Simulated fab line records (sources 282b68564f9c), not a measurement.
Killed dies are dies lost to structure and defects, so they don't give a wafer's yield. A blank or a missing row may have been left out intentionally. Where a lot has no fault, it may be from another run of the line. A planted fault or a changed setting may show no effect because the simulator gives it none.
fab line records | flow ritCmos
[record] lots = 14 wafers = 42 lastDay = 8
route steps=202 shown NWELL@36 NSD@140 CONTACT@169 M1@199
lots untouched by any fault: they come from a run of this same line in which no faults occurred
startH: hours from the record's opening day to when the first of the lot's shown wafers began | waitH: time in hours since the lot's previous step | " repeats the value in the row above | L1.1+2: a row that stands for several wafers | - no value present, or no start provided | * or withheld: withheld | < > ~ a bound
route shown NAME@n: NAME is a module with steps in the file, n the number in the route of the first one | usual: average and standard deviation across the fault-free wafers | same: alike in all rows | chamber/n: place in a boat | sites: each site's reading | _std_site: how widely they spread, as a standard deviation | _edge_site: outer sites' mean less inner sites' | radiusMm: for every site, how far away it sits from the centre of the wafer | mask NAME#n: copy n | behind: the tool/chamber that last shaped the wafer | hold: reason for holding the lot/hours on hold/outcome of the hold | device: which transistor (n, p or np) failed to switch | end of line: the same wafers' tests at the end of the route | a step with no rows: only its recipe | killed: not the wafer's yield, but the dies lost to structure and defects at the first sort | map: dies across one wafer; x = killed, . = not, _ = none there
set.NAME: the setting the step ran with; set.NAME@STEP: the setting that earlier step ran with | model.NAME: the simulator's own value behind a step, which no gauge read
steps of the route over a sample of lots; a table a step, a row a wafer
services: from which hour (startH, from the record's first day; less than 0 if before it) a tool's chamber was out of use, for how many hours, and why
[[steps]]
[step RIT_NWELL_IMPLANT_08]
[recipe] species = P energyKev = 170 doseCm2 = 5e+13 tiltDeg = 7
[usual] doseIonsCm2 = 4.999e+13/5.1e+10 faradayCurrentUA = 158.4/2.7
// columns lot.wafer tool chamber startH waitH doseIonsCm2 faradayCurrentUA
L766.1 implanter-02 0 24.34 0.2 5.007e+13 158.1
L766.5 " 0 " " 4.996e+13 158.0
L766.6 " 0 " " 4.989e+13 159.3
L767.2 implanter-03 0 27.71 0.2 5.001e+13 152.6
L767.4 " 0 " " 4.999e+13 158.1
L767.6 " 0 " " 5.002e+13 154.8
L768.2 implanter-02 0 32.81 0.2 4.989e+13 159.7
L768.4 " 0 " " 4.99e+13 159.1
L768.6 " 0 " " 4.997e+13 158.7
L770.3 implanter-04 0 43.09 0.2 4.99e+13 161.6
L770.5 " 0 " " 4.991e+13 160.2
L770.6 " 0 " " 5.002e+13 154.6
L773.3 implanter-03 0 62.08 0.2 5.001e+13 155.5
L773.5 " 0 " " 5.002e+13 154.0
L773.6 " 0 " " 5e+13 158.9
L774.1 implanter-04 0 70.89 0.2 5.002e+13 161.1
L774.2 " 0 " " 5e+13 160.5
L774.3 " 0 " " 4.997e+13 152.3
L775.2 implanter-04 0 74.47 0.2 5e+13 163.6
L775.3 " 0 " " 5.003e+13 157.4
L775.6 " 0 " " 4.995e+13 159.8
L777.1 implanter-03 0 85.28 0.2 5.001e+13 159.4
L777.2 " 0 " " 4.994e+13 153.7
L777.6 " 0 " " 4.999e+13 156.9
L778.1 implanter-02 0 93.62 0.2 4.999e+13 156.2
L778.2 " 0 " " 5e+13 155.8
L778.6 " 0 " " 4.992e+13 156.5
L783.2 implanter-04 0 111.97 0.2 4.95e+12 15.6
L783.3 " 0 " " 4.96e+12 15.7
L783.6 " 0 " " 4.96e+12 15.8
L782.1 implanter-04 0 112.45 0.2 5.02e+12 15.8
L782.2 " 0 " " 4.99e+12 16.2
L782.5 " 0 " " 5.01e+12 16.1
L786.2 implanter-02 0 127.10 0.2 4.997e+13 159.7
L786.3 " 0 " " 4.989e+13 157.8
L786.4 " 0 " " 4.995e+13 160.2
L787.2 implanter-03 0 137.33 0.2 5.001e+13 157.1
L787.4 " 0 " " 5.009e+13 164.0
L787.5 " 0 " " 5.008e+13 160.6
L788.3 implanter-02 0 137.75 0.2 5.005e+13 152.0
L788.4 " 0 " " 5.004e+13 157.9
L788.5 " 0 " " 5.002e+13 157.3
[step RIT_NWELL_TW_MEAS_10]
[usual] NWELL_TW = 2132/12
// columns lot.wafer tool chamber startH waitH hold NWELL_TW
L766.1 filmMetro-03 - 24.67 0.1 - 2111
L766.5 " - " " - 2122
L766.6 " - " " - 2126
L767.2 filmMetro-03 - 28.02 0.1 - 2149
L767.4 " - " " - 2126
L767.6 " - " " - 2129
L768.2 filmMetro-04 - 33.12 0.1 - 2132
L768.4 " - " " - 2144
L768.6 " - " " - 2148
L770.3 filmMetro-02 - 43.39 0.1 - 2146
L770.5 " - " " - 2124
L770.6 " - " " - 2131
L773.3 filmMetro-03 - 62.37 0.1 - 2138
L773.5 " - " " - 2136
L773.6 " - " " - 2135
L774.1 filmMetro-04 - 71.21 0.1 - 2144
L774.2 " - " " - 2139
L774.3 " - " " - 2149
L775.2 filmMetro-02 - 74.78 0.1 - 2120
L775.3 " - " " - 2118
L775.6 " - " " - 2107
L777.1 filmMetro-03 - 85.61 0.1 - 2135
L777.2 " - " " - 2143
L777.6 " - " " - 2122
L778.1 filmMetro-03 - 93.94 0.1 - 2133
L778.2 " - " " - 2131
L778.6 " - " " - 2133
L783.2 filmMetro-02 - 112.28 0.1 awaitDispo/0.2h/release 1030
L783.3 " - " " awaitDispo/0.2h/release 1012
L783.6 " - " " awaitDispo/0.2h/release 1034
L783.2 filmMetro-02 - 112.51 0.2 - 1032
L783.3 " - " " - 1018
L783.6 " - " " - 1025
L782.1 filmMetro-04 - 112.77 0.1 awaitDispo/0.2h/release 1013
L782.2 " - " " awaitDispo/0.2h/release 1004
L782.5 " - " " awaitDispo/0.2h/release 1009
L782.1 filmMetro-04 - 113.00 0.2 - 1003
L782.2 " - " " - 1003
L782.5 " - " " - 1006
L786.2 filmMetro-03 - 127.41 0.1 - 2136
L786.3 " - " " - 2139
L786.4 " - " " - 2132
L787.2 filmMetro-02 - 137.64 0.1 - 2121
L787.4 " - " " - 2125
L787.5 " - " " - 2131
L788.3 filmMetro-03 - 138.04 0.1 - 2134
L788.4 " - " " - 2120
L788.5 " - " " - 2131
[step RIT_NSD_STRIP_09]
[recipe] chemistry = O2 timeS = 180 resist = NOVOLAK platenTempC = withheld powerW = 500 pressureMtorr = 4000 o2FlowSccm = 4000
[usual] chamberPressureMTorr = 4000/3.8 drypumpMotorCurrentA = 5.6/0.55
// columns lot.wafer tool chamber startH waitH chamberPressureMTorr drypumpMotorCurrentA rfHoursCounterH
L766.1 plasmaAsher-01 1 52.92 0.1 4002 5.3 43
L766.5 " 1 " " 4003 5.3 -
L766.6 " 0 " " 3998 5.5 -
L767.2 plasmaAsher-04 0 62.06 0.1 4000 6.7 38
L767.4 " 0 " " 3998 6.8 -
L767.6 " 1 " " 4004 6.6 -
L768.2 plasmaAsher-01 0 66.40 0.1 3996 5.5 44
L768.4 " 0 " " 4003 5.5 -
L768.6 " 1 " " 3998 5.3 -
L770.3 plasmaAsher-01 0 80.88 0.1 3994 5.5 -
L770.5 " 1 " " 3995 5.3 -
L770.6 " 0 " " 4007 5.5 -
L773.3 plasmaAsher-04 0 105.10 0.1 4005 6.8 -
L773.5 " 1 " " 4001 6.6 -
L773.6 " 0 " " 3997 6.7 -
L774.1 plasmaAsher-02 1 108.84 0.1 3995 5.2 47
L774.2 " 0 " " 3997 5.4 47
L774.3 " 0 " " 4001 5.4 -
L775.2 plasmaAsher-01 0 117.78 0.1 3993 5.5 0
L775.3 " 1 " " 4004 5.3 -
L775.6 " 0 " " 3997 5.4 -
L778.1 plasmaAsher-02 0 130.96 0.1 4000 5.4 50
L778.2 " 1 " " 3993 5.2 50
L778.6 " 0 " " 3998 5.4 -
L777.1 plasmaAsher-01 0 131.21 0.1 3993 5.4 1
L777.2 " 1 " " 4006 5.3 1
L777.6 " 1 " " 4000 5.3 -
L786.2 plasmaAsher-04 1 159.57 0.1 4000 6.6 47
L786.3 " 1 " " 4007 6.6 -
L786.4 " 0 " " 3997 6.8 -
L787.2 plasmaAsher-01 0 167.81 0.1 4004 5.5 6
L787.4 " 0 " " 4007 5.5 -
L787.5 " 1 " " 3993 5.3 -
L788.3 plasmaAsher-01 1 173.10 0.1 3999 5.3 -
L788.4 " 0 " " 4000 5.5 -
L788.5 " 0 " " 3996 5.5 -
[step RIT_CONTACT_THK_MEAS_01]
[recipe] reads = SiO2_of_CONTACT_CVD_00
[usual] CONTACT_TEOS_THK = 417/4.5
// columns lot.wafer tool chamber startH waitH CONTACT_TEOS_THK[nm]
L766.1 filmMetro-02 - 56.23 0.0 410
L766.5 " - " " 421
L766.6 " - " " 416
L767.2 filmMetro-03 - 65.33 0.0 414
L767.4 " - " " 422
L767.6 " - " " 426
L768.2 filmMetro-03 - 69.57 0.0 416
L768.4 " - " " 424
L768.6 " - " " 419
L770.3 filmMetro-02 - 83.97 0.0 412
L770.5 " - " " 419
L770.6 " - " " 414
L773.3 filmMetro-02 - 108.31 0.0 415
L773.5 " - " " 417
L773.6 " - " " 416
L774.1 filmMetro-04 - 111.97 0.0 411
L774.2 " - " " 418
L774.3 " - " " 414
L775.2 filmMetro-04 - 120.91 0.0 411
L775.3 " - " " 412
L775.6 " - " " 421
L778.1 filmMetro-04 - 134.41 0.0 412
L778.2 " - " " 413
L778.6 " - " " 420
L777.1 filmMetro-02 - 134.82 0.0 416
L777.2 " - " " 414
L777.6 " - " " 420
L786.2 filmMetro-03 - 163.14 0.0 418
L786.3 " - " " 421
L786.4 " - " " 424
L787.2 filmMetro-02 - 171.07 0.0 419
L787.4 " - " " 426
L787.5 " - " " 422
L788.3 filmMetro-04 - 176.28 0.0 407
L788.4 " - " " 418
L788.5 " - " " 419
[step RIT_M1_CD_MEAS_90]
[recipe] targetCdNm = 2600
[usual] cdNm = 2599.9/2.5
// columns lot.wafer tool chamber startH waitH cdNm
L766.1 cdSem-01 - 60.80 0.1 2599.2
L766.5 " - " " 2602.3
L766.6 " - " " 2601.0
L767.2 cdSem-02 - 69.81 0.1 2599.3
L767.4 " - " " 2598.9
L767.6 " - " " 2598.9
L768.2 cdSem-01 - 74.17 0.1 2600.3
L768.4 " - " " 2595.8
L768.6 " - " " 2597.4
L770.3 cdSem-01 - 88.63 0.1 2600.8
L770.5 " - " " 2598.5
L770.6 " - " " 2599.4
L773.3 cdSem-01 - 113.23 0.1 2598.8
L773.5 " - " " 2598.2
L773.6 " - " " 2600.2
L774.1 cdSem-01 - 117.05 0.1 2603.0
L774.2 " - " " 2601.7
L774.3 " - " " 2603.0
L775.2 cdSem-02 - 125.79 0.1 2600.2
L775.3 " - " " 2598.7
L775.6 " - " " 2600.5
L778.1 cdSem-01 - 140.67 0.2 2597.9
L778.2 " - " " 2599.8
L778.6 " - " " 2599.1
L777.1 cdSem-02 - 141.01 0.1 2602.2
L777.2 " - " " 2604.9
L777.6 " - " " 2603.5
L786.2 cdSem-01 - 167.99 0.1 2597.1
L786.3 " - " " 2596.1
L786.4 " - " " 2597.2
L787.2 cdSem-01 - 175.65 0.1 2599.2
L787.4 " - " " 2601.9
L787.5 " - " " 2600.2
L788.3 cdSem-02 - 180.74 0.1 2598.9
L788.4 " - " " 2593.1
L788.5 " - " " 2597.4
[step RIT_M1_PROBE_99]
[usual] defectLimitedYield = 97.3/1.2 killedAtContacts = 0.1/0.29 killedAtFrontEnd = 7/3.1 killedDies = 7/3.1 killedOpen = 3.4/1.9 killedShort = 3.6/2.1 sort_bin_3_pad_short = 0.1/0.21 sort_bin_5_function = 1.6/0.85 sort_bin_6_memory = 1.0/0.72 sortNPass = 257/3.2 sortYieldPct = 97.3/1.2
[same] grossDies = 264 killed_at_M0_to_M3 = 0 killed_at_M4_up = 0 killedAtBackSide = 0 killedAtOther = 0
// columns lot.wafer tool chamber startH waitH defectLimitedYield[%] killedAtContacts killedAtFrontEnd killedDies killedOpen killedShort sort_bin_3_pad_short[%] sort_bin_5_function[%] sort_bin_6_memory[%] sortNPass sortYieldPct[%]
L767.2 prober-02 - 71.58 0.1 97.3 0 7 7 2 5 0 1.9 0.8 257 97.3
L767.4 prober-02 - 71.68 0.2 98.9 0 3 3 3 0 0 0.8 0.4 261 98.9
L767.6 prober-02 - 71.78 0.2 97.0 0 8 8 5 3 0 3.0 0 256 97.0
L775.2 prober-02 - 127.56 0.1 98.1 0 5 5 1 4 0 1.1 0.8 259 98.1
L775.3 prober-02 - 127.61 0.2 98.5 0 4 4 2 2 0.4 1.1 0 260 98.5
L775.6 prober-02 - 127.76 0.2 97.7 0 6 6 6 0 0 1.1 1.1 258 97.7
L778.1 prober-02 - 142.41 0.1 97.0 0 8 8 2 6 0.4 1.5 1.1 256 97.0
L778.2 prober-02 - 142.46 0.1 97.3 0 7 7 1 5 0.4 2.3 0 257 97.3
L778.6 prober-02 - 142.66 0.2 97.3 0 7 7 3 4 0 1.9 0.8 257 97.3
L787.2 prober-01 - 177.42 0.1 99.6 0 1 1 0 1 0 0.4 0 263 99.6
L787.4 prober-01 - 177.52 0.2 98.1 0 5 5 2 3 0 1.1 0.8 259 98.1
L787.5 prober-01 - 177.57 0.2 95.8 0 11 11 4 7 0.8 1.9 1.5 253 95.8
// killed by level:class
L767.2 GATE:geometricParticle:open=2 GATE:geometricParticle:short=2 FOX2:geometricParticle:short=1 SPACER:geometricParticle:short=1 SILICIDE:geometricParticle:short=1
L767.4 GATE:geometricParticle:open=2 SILICIDE:geometricParticle:open=1
L767.6 SILICIDE:geometricParticle:open=3 SILICIDE:geometricParticle:short=2 GATE:geometricParticle:open=1 REOX:geometricParticle:open=1 SPACER:geometricParticle:short=1
L775.2 FOX1:geometricParticle:short=1 GATE:geometricParticle:short=1 SPACER:geometricParticle:short=1 SILICIDE:geometricParticle:short=1 SILICIDE:geometricParticle:open=1
L775.3 GATE:geometricParticle:open=2 REOX:geometricParticle:short=1 SPACER:geometricParticle:short=1
L775.6 REOX:geometricParticle:open=2 SILICIDE:geometricParticle:open=2 FOX1:geometricParticle:open=1 FOX2:geometricParticle:open=1
L778.1 GATE:geometricParticle:short=3 SPACER:geometricParticle:short=2 FOX1:geometricParticle:open=1 FOX2:geometricParticle:short=1 GATE:geometricParticle:open=1
L778.2 FOX1:geometricParticle:short=2 FOX2:geometricParticle:short=1 GATE:geometricParticle:short=1 REOX:geometricParticle:short=1 SPACER:geometricParticle:open=1 PRETRO:coatMicrobubblePrinted=1
L778.6 GATE:geometricParticle:short=4 GATE:geometricParticle:open=3
L787.2 ACTIVE:geometricParticle:short=1
L787.4 FOX1:geometricParticle:short=2 FOX1:geometricParticle:open=1 GATE:geometricParticle:open=1 SPACER:geometricParticle:short=1
L787.5 FOX1:geometricParticle:short=4 GATE:geometricParticle:open=2 GATE:geometricParticle:short=2 FOX1:geometricParticle:open=1 SILICIDE:geometricParticle:short=1 SILICIDE:geometricParticle:open=1
[[services]]
// columns tool chamber startH hours kind
implanter-04 - 8.93 0.7 repair
implanter-03 - 13.11 4.6 repair
implanter-04 - 35.60 1.4 repair
implanter-03 - 58.75 2.7 repair
implanter-04 - 63.75 2.0 pm
plasmaAsher-01 - 108.75 9.0 pm
plasmaAsher-01 0 108.75 9.0 ventCycle
plasmaAsher-01 1 108.75 9.0 ventCycle
implanter-03 - 112.33 4.3 pm
plasmaAsher-01 0 117.75 - clean
plasmaAsher-01 1 117.75 - clean
plasmaAsher-04 - 121.84 3.7 pm
plasmaAsher-02 - 145.29 0.8 repair
implanter-02 - 153.81 1.4 repair
implanter-02 - 156.20 1.9 repair
[[key]]
[firstSign] step = RIT_NWELL_IMPLANT_08 reading = doseIonsCm2 direction = down sigmas = 99+ usual = 4.999e+13 struck = 4.98e+12
[effect] step = RIT_NWELL_IMPLANT_08 reading = faradayCurrentUA direction = down sigmas = 52 usual = 158.4 struck = 15.9
[effect] step = RIT_NWELL_TW_MEAS_10 reading = visit direction = added
[effect] step = RIT_NWELL_TW_MEAS_10 reading = NWELL_TW direction = down sigmas = 95 usual = 2132 struck = 1017
metAt RIT_NWELL_IMPLANT_08
struckLots L782,L783
scrappedBehind RIT_NWELL_TW_MEAS_10 L782.1,L782.2,L782.5,L783.2,L783.3,L783.6
notActingAt RIT_NSD_STRIP_09,RIT_CONTACT_THK_MEAS_01,RIT_M1_CD_MEAS_90
onsetBetween 74.47 111.97
[fault] kind = processParameterDrift tool = implanter-04 chamber = - onsetH = 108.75 steps = RIT_NWELL_IMPLANT_08 channel = doseCm2 offset = -4.5e+13 shape = step endH = 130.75 actsIn = theseRecipesOnly stated = 5e+13
